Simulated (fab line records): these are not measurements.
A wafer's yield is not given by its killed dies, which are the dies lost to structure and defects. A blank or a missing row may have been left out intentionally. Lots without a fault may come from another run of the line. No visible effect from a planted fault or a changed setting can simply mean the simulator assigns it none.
Split-lot study || flow rit-cmos || on a route of 202 steps: 5 lots, 23 wafers read

== SPLIT DETAILS ==
At RIT_SILICIDE_SPUTTER_01 (material Ti, target thk 30 nm, time 240 s), the setting power-w was moved away from the recipe's 350 W on 8 of the 23 wafers read, by +3.8% to +9.3%. The other wafers ran this setting at the recipe's value.

== BETWEEN THE SPLIT AND THE READING: the file shows 1 step in between ==
- RIT_SILICIDE_RS_MEAS_02: measures by four-point-probe

== THE READING ==
SILICIDE_TI_THK, in nm, at RIT_SILICIDE_THK_MEAS_03 (measures by xrf). Fault-free wafers of this fab line usually give 29.9 nm, standard deviation 0.39 nm.

{"wafer": "L074.1", "tool, chamber at the split": "pvd-sputter-01, -", "power-w as run, W": 363.3, "against the recipe": "+3.8%", "SILICIDE_TI_THK, nm": 30.7, "against lot-mates on the recipe": "+0.9"}
{"wafer": "L074.2", "tool, chamber at the split": "pvd-sputter-01, -", "power-w as run, W": 363.3, "against the recipe": "+3.8%", "SILICIDE_TI_THK, nm": 30.8, "against lot-mates on the recipe": "+1.0"}
{"wafer": "L074.3", "tool, chamber at the split": "pvd-sputter-01, -", "power-w as run, W": 350, "against the recipe": "recipe", "SILICIDE_TI_THK, nm": 29.8, "against lot-mates on the recipe": "-"}
{"wafer": "L074.5", "tool, chamber at the split": "pvd-sputter-01, -", "power-w as run, W": 350, "against the recipe": "recipe", "SILICIDE_TI_THK, nm": 29.8, "against lot-mates on the recipe": "-"}
{"wafer": "L074.6", "tool, chamber at the split": "pvd-sputter-01, -", "power-w as run, W": 363.3, "against the recipe": "+3.8%", "SILICIDE_TI_THK, nm": 30.9, "against lot-mates on the recipe": "+1.1"}
{"wafer": "L078.1", "tool, chamber at the split": "pvd-sputter-04, -", "power-w as run, W": 350, "against the recipe": "recipe", "SILICIDE_TI_THK, nm": 30.2, "against lot-mates on the recipe": "-"}
{"wafer": "L078.3", "tool, chamber at the split": "pvd-sputter-04, -", "power-w as run, W": 350, "against the recipe": "recipe", "SILICIDE_TI_THK, nm": 29.1, "against lot-mates on the recipe": "-"}
{"wafer": "L078.6", "tool, chamber at the split": "pvd-sputter-04, -", "power-w as run, W": 350, "against the recipe": "recipe", "SILICIDE_TI_THK, nm": 29.1, "against lot-mates on the recipe": "-"}
{"wafer": "L080.1", "tool, chamber at the split": "pvd-sputter-01, -", "power-w as run, W": 350, "against the recipe": "recipe", "SILICIDE_TI_THK, nm": 30.3, "against lot-mates on the recipe": "-"}
{"wafer": "L080.3", "tool, chamber at the split": "pvd-sputter-01, -", "power-w as run, W": 350, "against the recipe": "recipe", "SILICIDE_TI_THK, nm": 29.7, "against lot-mates on the recipe": "-"}
{"wafer": "L080.4", "tool, chamber at the split": "pvd-sputter-01, -", "power-w as run, W": 350, "against the recipe": "recipe", "SILICIDE_TI_THK, nm": 30.5, "against lot-mates on the recipe": "-"}
{"wafer": "L080.5", "tool, chamber at the split": "pvd-sputter-01, -", "power-w as run, W": 350, "against the recipe": "recipe", "SILICIDE_TI_THK, nm": 30.5, "against lot-mates on the recipe": "-"}
{"wafer": "L080.6", "tool, chamber at the split": "pvd-sputter-01, -", "power-w as run, W": 350, "against the recipe": "recipe", "SILICIDE_TI_THK, nm": 30.0, "against lot-mates on the recipe": "-"}
{"wafer": "L084.1", "tool, chamber at the split": "pvd-sputter-01, -", "power-w as run, W": 382.7, "against the recipe": "+9.3%", "SILICIDE_TI_THK, nm": 32.3, "against lot-mates on the recipe": "+2.2"}
{"wafer": "L084.2", "tool, chamber at the split": "pvd-sputter-01, -", "power-w as run, W": 350, "against the recipe": "recipe", "SILICIDE_TI_THK, nm": 30.2, "against lot-mates on the recipe": "-"}
{"wafer": "L084.3", "tool, chamber at the split": "pvd-sputter-01, -", "power-w as run, W": 350, "against the recipe": "recipe", "SILICIDE_TI_THK, nm": 29.9, "against lot-mates on the recipe": "-"}
{"wafer": "L084.5", "tool, chamber at the split": "pvd-sputter-01, -", "power-w as run, W": 350, "against the recipe": "recipe", "SILICIDE_TI_THK, nm": 30.1, "against lot-mates on the recipe": "-"}
{"wafer": "L084.6", "tool, chamber at the split": "pvd-sputter-01, -", "power-w as run, W": 382.7, "against the recipe": "+9.3%", "SILICIDE_TI_THK, nm": 32.7, "against lot-mates on the recipe": "+2.6"}
{"wafer": "L085.1", "tool, chamber at the split": "pvd-sputter-02, -", "power-w as run, W": 380.5, "against the recipe": "+8.7%", "SILICIDE_TI_THK, nm": 32.2, "against lot-mates on the recipe": "+2.3"}
{"wafer": "L085.3", "tool, chamber at the split": "pvd-sputter-02, -", "power-w as run, W": 380.5, "against the recipe": "+8.7%", "SILICIDE_TI_THK, nm": 32.8, "against lot-mates on the recipe": "+2.9"}
{"wafer": "L085.4", "tool, chamber at the split": "pvd-sputter-02, -", "power-w as run, W": 350, "against the recipe": "recipe", "SILICIDE_TI_THK, nm": 29.6, "against lot-mates on the recipe": "-"}
{"wafer": "L085.5", "tool, chamber at the split": "pvd-sputter-02, -", "power-w as run, W": 380.5, "against the recipe": "+8.7%", "SILICIDE_TI_THK, nm": 32.7, "against lot-mates on the recipe": "+2.8"}
{"wafer": "L085.6", "tool, chamber at the split": "pvd-sputter-02, -", "power-w as run, W": 350, "against the recipe": "recipe", "SILICIDE_TI_THK, nm": 30.2, "against lot-mates on the recipe": "-"}

FIT RESULTS
A straight line over all 23 wafers: SILICIDE_TI_THK changes by +0.287 nm for each +1% of power-w; r = +0.94; the points scatter about the line by 0.39 nm.
The same after taking each lot's own level away (the mean of its wafers on the recipe; 23 wafers): +0.285 nm for each +1%; r = +0.96; scatter 0.31 nm.
That fit puts the effect of the largest move of power-w on the reading at 2.7 nm.
Across the lots, their own levels run from 29.47 to 30.20 nm, a range of 1.9 times the standard deviation given above.
Hence the lot-to-lot level has little effect on the slope; both slopes agree.
Check: with one of the wafers moved furthest among these (+9.3%) left out of the fit, the line predicts +2.76 nm for it against its lot-mates. Against them it came out at +2.23 nm.

== THE WHOLE CHAIN: every reading that the file lists as answering this split, in the file's order ==
{"step": "RIT_SILICIDE_SPUTTER_01", "what it does": "material Ti, target thk 30 nm, time 240 s", "reading": "Ti_of_SILICIDE_SPUTTER_01.thk-nm (the simulator's own value, which no gauge read)", "change (the file's fit)": "+0.285 nm for each +1% of the setting", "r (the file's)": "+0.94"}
{"step": "RIT_SILICIDE_RS_MEAS_02", "what it does": "measures by four-point-probe", "reading": "SILICIDE_TI_RS", "change (the file's fit)": "-0.52 for each +1% of the setting", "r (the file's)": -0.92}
{"step": "RIT_SILICIDE_THK_MEAS_03", "what it does": "measures by xrf", "reading": "SILICIDE_TI_THK", "change (the file's fit)": "+0.281 for each +1% of the setting", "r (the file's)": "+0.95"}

== THE FILE'S OWN FIT ==
SILICIDE_TI_THK changes by +0.281 nm for each +1% of power-w, r = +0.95.
